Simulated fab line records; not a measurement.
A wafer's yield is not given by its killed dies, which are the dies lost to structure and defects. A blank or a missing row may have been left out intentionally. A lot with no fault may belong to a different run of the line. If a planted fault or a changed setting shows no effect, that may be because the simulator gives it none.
Commonality check across tools || flow berkeley-cmos170 || Sample size 14 lots and 42 wafers

## WHY IT WAS OPENED
At UCB170_SDANNEAL_RS_MEAS_05 the reading NLDD_RS is flagged on 2 of 14 lots. Wafers without a fault read 616.0 ohm/sq, standard deviation 1.6.
Rule: a lot is flagged in two cases, either no wafer of it has a number, or all its wafers with numbers fall more than 4 standard deviations from that mean. The other lots count as sound.

{"lot": "L220", "measured": "day 6 17:40", "on": "film-metro-02", "NLDD_RS (ohm/sq), wafer by wafer": "614.3 614.2 614.3", "flag": ""}
{"lot": "L222", "measured": "day 7 02:29", "on": "film-metro-02", "NLDD_RS (ohm/sq), wafer by wafer": "615.7 612.8 613.0", "flag": ""}
{"lot": "L221", "measured": "day 7 02:51", "on": "film-metro-01", "NLDD_RS (ohm/sq), wafer by wafer": "615.9 617.1 614.9", "flag": ""}
{"lot": "L224", "measured": "day 7 12:02", "on": "film-metro-02", "NLDD_RS (ohm/sq), wafer by wafer": "614.3 613.9 614.7", "flag": ""}
{"lot": "L225", "measured": "day 8 02:11", "on": "film-metro-03", "NLDD_RS (ohm/sq), wafer by wafer": "617.1 618.8 617.5", "flag": ""}
{"lot": "L226", "measured": "day 8 02:26", "on": "film-metro-02", "NLDD_RS (ohm/sq), wafer by wafer": "614.0 613.5 615.0", "flag": ""}
{"lot": "L227", "measured": "day 8 12:05", "on": "film-metro-01", "NLDD_RS (ohm/sq), wafer by wafer": "617.6 615.9 616.9", "flag": ""}
{"lot": "L230", "measured": "day 9 04:16", "on": "film-metro-03", "NLDD_RS (ohm/sq), wafer by wafer": "618.4 617.0 616.6", "flag": ""}
{"lot": "L232", "measured": "day 9 04:35", "on": "film-metro-02", "NLDD_RS (ohm/sq), wafer by wafer": "615.4 614.1 615.3", "flag": ""}
{"lot": "L235", "measured": "day 10 04:44", "on": "film-metro-03", "NLDD_RS (ohm/sq), wafer by wafer": "647.1 646.8 646.9", "flag": "FLAGGED"}
{"lot": "L237", "measured": "day 10 06:45", "on": "film-metro-01", "NLDD_RS (ohm/sq), wafer by wafer": "616.7 617.2 616.5", "flag": ""}
{"lot": "L239", "measured": "day 10 08:35", "on": "film-metro-01", "NLDD_RS (ohm/sq), wafer by wafer": "645.8 645.9 649.4", "flag": "FLAGGED"}
{"lot": "L240", "measured": "day 11 00:39", "on": "film-metro-03", "NLDD_RS (ohm/sq), wafer by wafer": "617.5 617.8 617.0", "flag": ""}
{"lot": "L242", "measured": "day 11 17:07", "on": "film-metro-03", "NLDD_RS (ohm/sq), wafer by wafer": "616.4 616.1 617.9", "flag": ""}
Average over the flagged lots: 647.0 ohm/sq; offset from the usual +31.0 ohm/sq, equal to +19 standard deviations.

## LOT BY LOT: THE TOOL USED
The record keeps 1 process step preceding the reading, out of 331 steps on the route. Each cell gives the tool, then ch followed by the chambers the sampled wafers passed through, then the start.
{"lot": "L220", "flag": "", "UCB170_NLDD_IMPLANT_08": "implanter-03 ch 0, day 6 05:49"}
{"lot": "L222", "flag": "", "UCB170_NLDD_IMPLANT_08": "implanter-01 ch 0, day 6 16:17"}
{"lot": "L221", "flag": "", "UCB170_NLDD_IMPLANT_08": "implanter-03 ch 0, day 6 16:32"}
{"lot": "L224", "flag": "", "UCB170_NLDD_IMPLANT_08": "implanter-03 ch 0, day 6 23:27"}
{"lot": "L225", "flag": "", "UCB170_NLDD_IMPLANT_08": "implanter-01 ch 0, day 7 12:58"}
{"lot": "L226", "flag": "", "UCB170_NLDD_IMPLANT_08": "implanter-03 ch 0, day 7 13:23"}
{"lot": "L227", "flag": "", "UCB170_NLDD_IMPLANT_08": "implanter-03 ch 0, day 8 02:34"}
{"lot": "L230", "flag": "", "UCB170_NLDD_IMPLANT_08": "implanter-03 ch 0, day 8 14:23"}
{"lot": "L232", "flag": "", "UCB170_NLDD_IMPLANT_08": "implanter-04 ch 0, day 8 16:17"}
{"lot": "L235", "flag": "FLAGGED", "UCB170_NLDD_IMPLANT_08": "implanter-01 ch 0, day 9 18:39"}
{"lot": "L237", "flag": "", "UCB170_NLDD_IMPLANT_08": "implanter-01 ch 0, day 9 17:42"}
{"lot": "L239", "flag": "FLAGGED", "UCB170_NLDD_IMPLANT_08": "implanter-01 ch 0, day 9 22:29"}
{"lot": "L240", "flag": "", "UCB170_NLDD_IMPLANT_08": "implanter-04 ch 0, day 10 15:10"}
{"lot": "L242", "flag": "", "UCB170_NLDD_IMPLANT_08": "implanter-04 ch 0, day 10 23:28"}
These steps, and what they do:
- UCB170_NLDD_IMPLANT_08
- UCB170_SDANNEAL_RS_MEAS_05: measures by four-point-probe.

## FLAGGED AGAINST TOTAL, ONE TOOL AT A TIME (gauges that did the reading follow at the end)
{"step": "UCB170_NLDD_IMPLANT_08", "tool": "implanter-01", "lots run": 5, "flagged": 2, "share of the flagged lots": "all", "sound lots run after its first flagged lot": 0}
{"step": "UCB170_NLDD_IMPLANT_08", "tool": "implanter-03", "lots run": 6, "flagged": 0, "share of the flagged lots": "none", "sound lots run after its first flagged lot": "-"}
{"step": "UCB170_NLDD_IMPLANT_08", "tool": "implanter-04", "lots run": 3, "flagged": 0, "share of the flagged lots": "none", "sound lots run after its first flagged lot": "-"}
{"step": "UCB170_SDANNEAL_RS_MEAS_05", "tool": "film-metro-01", "lots run": 4, "flagged": 1, "share of the flagged lots": "some", "sound lots run after its first flagged lot": 0}
{"step": "UCB170_SDANNEAL_RS_MEAS_05", "tool": "film-metro-02", "lots run": 5, "flagged": 0, "share of the flagged lots": "none", "sound lots run after its first flagged lot": "-"}
{"step": "UCB170_SDANNEAL_RS_MEAS_05", "tool": "film-metro-03", "lots run": 5, "flagged": 1, "share of the flagged lots": "some", "sound lots run after its first flagged lot": "2 (L240,L242)"}

## WHAT IS ALLOWED BY THE TABLE
1 row of the table ran every flagged lot: implanter-01 at UCB170_NLDD_IMPLANT_08.
- implanter-01 at UCB170_NLDD_IMPLANT_08 ran 5 lots, 2 of them flagged. A fault beginning between L237 (day 9 17:42), its last sound lot, and L235 (day 9 18:39), its first flagged one, fits the data.
Just one tool remains: implanter-01 at UCB170_NLDD_IMPLANT_08.

## WHAT THE SIMULATOR HAD PUT IN
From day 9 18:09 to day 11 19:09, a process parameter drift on implanter-01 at UCB170_NLDD_IMPLANT_08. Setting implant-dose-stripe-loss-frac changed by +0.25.
Lots struck among those shown: L235, L239. The rule given above showed the same thing.
